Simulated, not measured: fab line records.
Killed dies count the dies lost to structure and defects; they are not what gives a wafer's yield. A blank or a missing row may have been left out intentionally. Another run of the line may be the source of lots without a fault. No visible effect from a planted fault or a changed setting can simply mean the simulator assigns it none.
The tool behind it: which one? -- flow berkeley-cmos170 -- 14 lots with 42 wafers sampled at 4 steps, on a route of 331 steps

== WHAT THE GAUGES READ, wafer by wafer ==
UCB170_ACTIVE_OVL_MEAS_14. Usual: ACTIVE_OVL 2 nm, standard deviation 5.1.
lot,measured,on,ACTIVE_OVL (nm),flag
L874,day 5 00:32,overlay-01,1 -3 -1,
L875,day 5 00:46,overlay-02,3 0 -4,
L878,day 5 04:12,overlay-02,-2 1 -1,
L877,day 5 04:28,overlay-01,-1 3 3,
L876,day 5 04:44,overlay-02,9 -3 5,
L880,day 6 01:37,overlay-01,4 1 0,
L882,day 6 10:17,overlay-02,14 13 14,
L886,day 7 08:04,overlay-01,12 4 5,
L890,day 7 12:40,overlay-01,-3 2 4,
L892,day 8 07:41,overlay-02,13 3 5,
L891,day 8 07:41,overlay-01,1 2 0,
L893,day 8 08:12,overlay-02,11 5 4,
L896,day 8 19:11,overlay-02,2 -3 0,
L897,day 8 19:23,overlay-02,11 15 12,

UCB170_NSD_CD_MEAS_06 targets a cd of 1200 nm. Usual: 1200.0 nm for cd-nm, sd 1.3.
lot,measured,on,cd-nm (nm),flag
L874,day 7 16:09,cd-sem-02,1201.7 1200.2 1201.8,
L875,day 7 16:29,cd-sem-02,1198.2 1199.1 1199.6,
L878,day 7 15:53,cd-sem-02,1201.6 1200.3 1200.0,
L877,day 7 16:49,cd-sem-01,1197.9 1199.5 1199.3,
L876,day 7 17:33,cd-sem-01,1201.8 1202.2 1201.5,
L880,day 8 19:56,cd-sem-01,1200.9 1200.2 1200.8,
L882,day 9 04:20,cd-sem-01,1201.2 1201.7 1202.3,
L886,day 10 05:44,cd-sem-01,1200.6 1202.1 1201.3,
L890,day 10 11:42,cd-sem-02,1201.2 1201.5 1199.9,
L892,day 11 05:34,cd-sem-01,1199.2 1197.5 1200.5,
L891,day 11 04:53,cd-sem-01,1199.7 1201.1 1200.8,
L893,day 11 05:47,cd-sem-02,1198.7 1199.3 1197.8,
L896,day 12 06:43,cd-sem-02,1199.9 1199.7 1199.7,
L897,day 12 06:19,cd-sem-01,1201.0 1200.1 1199.8,

UCB170_CONTACT_OVL_MEAS_16. Usual: CONTACT_OVL 1 nm, standard deviation 6.1.
lot,measured,on,CONTACT_OVL (nm),flag
L874,day 8 02:14,overlay-01,3 2 -1,
L875,day 8 01:58,overlay-02,1 13 8,
L878,day 7 23:50,overlay-02,-5 -6 0,
L877,day 8 02:30,overlay-02,-7 -7 -7,
L876,day 8 02:52,overlay-02,-1 6 -8,
L880,day 9 03:34,overlay-02,3 6 11,
L882,day 9 10:35,overlay-01,-4 3 -8,
L886,day 10 14:16,overlay-02,6 1 5,
L890,day 10 19:13,overlay-01,6 -3 -3,
L892,day 11 12:06,overlay-01,1 8 -5,
L891,day 11 11:23,overlay-02,-8 -4 1,
L893,day 11 13:01,overlay-01,-2 -3 -7,
L896,day 12 13:24,overlay-01,-4 3 4,
L897,day 12 12:38,overlay-01,9 0 -2,

== TOOL THAT RAN EACH LOT (tool first, then ch and the chambers of the sampled wafers, then the start) ==
lot,UCB170_SILICIDE_WET_ETCH_05
L874,"wet-bench-01 ch 0, day 7 19:45"
L875,"wet-bench-01 ch 3, day 7 19:33"
L878,"wet-bench-01 ch 0, day 7 19:09"
L877,"wet-bench-01 ch 0, day 7 20:28"
L876,"wet-bench-01 ch 2, day 7 20:28"
L880,"wet-bench-04 ch 3, day 8 23:46"
L882,"wet-bench-01 ch 1, day 9 06:40"
L886,"wet-bench-04 ch 1, day 10 08:47"
L890,"wet-bench-01 ch 0, day 10 14:26"
L892,"wet-bench-01 ch 2, day 11 08:04"
L891,"wet-bench-01 ch 3, day 11 07:23"
L893,"wet-bench-01 ch 3, day 11 08:26"
L896,"wet-bench-01 ch 0, day 12 09:06"
L897,"wet-bench-01 ch 2, day 12 08:49"
- UCB170_SILICIDE_WET_ETCH_05: etches Ti in SPM, time 45 s.

== WHAT THE TOOLS THEMSELVES READ (means of the sampled wafers that have a number; where no wafer has one, the mark that the record gives instead) ==
UCB170_SILICIDE_WET_ETCH_05. Usual: bath-guard-temp-C 120.1 C, standard deviation 0.58; bath-heat-duty-pct 13.8 %, standard deviation 1.6.
lot,tool,bath-guard-temp-C (C),bath-heat-duty-pct (%),flag
L874,wet-bench-01,120.0,15.5,
L875,wet-bench-01,119.0,14.0,
L878,wet-bench-01,120.0,15.6,
L877,wet-bench-01,120.1,15.8,
L876,wet-bench-01,120.5,12.3,
L880,wet-bench-04,120.5,10.1,
L882,wet-bench-01,121.0,13.0,
L886,wet-bench-04,-,-,OFF
L890,wet-bench-01,-,-,OFF
L892,wet-bench-01,120.5,12.2,
L891,wet-bench-01,119.3,14.4,
L893,wet-bench-01,119.0,14.3,
L896,wet-bench-01,120.3,15.6,
L897,wet-bench-01,120.4,12.5,

== THE ANSWER, worked out from the rows above alone ==
Rule: a lot is off if the mean of its wafers that have a number lies more than 3 standard deviations from the usual mean. Also off: a lot with no number at a reading for which 4 or more lots have one. Any other lot the step has rows for is counted as sound. The gauges are gone through in route order, then the tools' own readings, and for those a lot's mean is taken as printed above. The first step at which some lot is off is used, and at that step the reading that is off furthest; a lot without a number counts as furthest.
Off, at UCB170_SILICIDE_WET_ETCH_05 on bath-guard-temp-C: L886, L890. Without a number there: L886, L890.
If a tool, at that step or one of the process steps before it, ran each lot that is off and ran no sound lot following the first of them, it fits. No candidate that was tried fits.

== WHAT THE SIMULATOR HAD PUT IN ==
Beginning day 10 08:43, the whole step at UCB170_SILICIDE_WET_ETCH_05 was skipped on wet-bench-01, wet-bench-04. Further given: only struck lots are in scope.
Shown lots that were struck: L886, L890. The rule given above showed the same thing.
